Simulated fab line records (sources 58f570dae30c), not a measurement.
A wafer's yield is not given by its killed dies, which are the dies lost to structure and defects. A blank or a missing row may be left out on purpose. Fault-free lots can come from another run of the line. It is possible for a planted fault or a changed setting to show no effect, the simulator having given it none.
Matching of chambers	flow berkeley_cmos170	UCB170_ZERO_ETCH_06 on rie_diel-01 has 4 sister chambers
The step etches SiO2 in CHF3/CF4/Ar, time 12 s. 4 wafers are shown with their chamber, then 7 later ones without.

WAFERS PAIRED WITH THEIR CHAMBERS
wafer	chamber	drypump_motor_current_A (A)
L116.2	1	5.27
L118.3	0	5.71
L118.5	3	5.85
L124.4	2	5.63

WAFERS WITHOUT THEIR CHAMBER
wafer	drypump_motor_current_A (A)
L124.6	5.25
L128.1	5.75
L128.2	5.24
L128.5	5.23
L129.1	5.63
L129.3	5.26
L129.6	5.72

CHAMBER TAKEN BY EACH
wafer	from the rows above	in truth
L124.6	1	1
L128.1	0	0
L128.2	1	1
L128.5	1	1
L129.1	2	2
L129.3	1	1
L129.6	0	0
Correctly placed: 7 of 7. Left unplaced by these rows: 0. Wrongly placed: 0.
How it was worked out, from the rows above alone: a wafer's distance from a chamber is the root of the sum, over the readings, of the square of ((its reading less the chamber's mean) divided by the reading's scatter). If the next closest chamber is less than 2 further off than the closest, the wafer can't be placed; otherwise it belongs to the closest. Each chamber's mean is taken over the wafers shown for it. The scatter: root of mean squared gap, hidden wafer to nearest shown wafer, with one shown wafer a chamber.
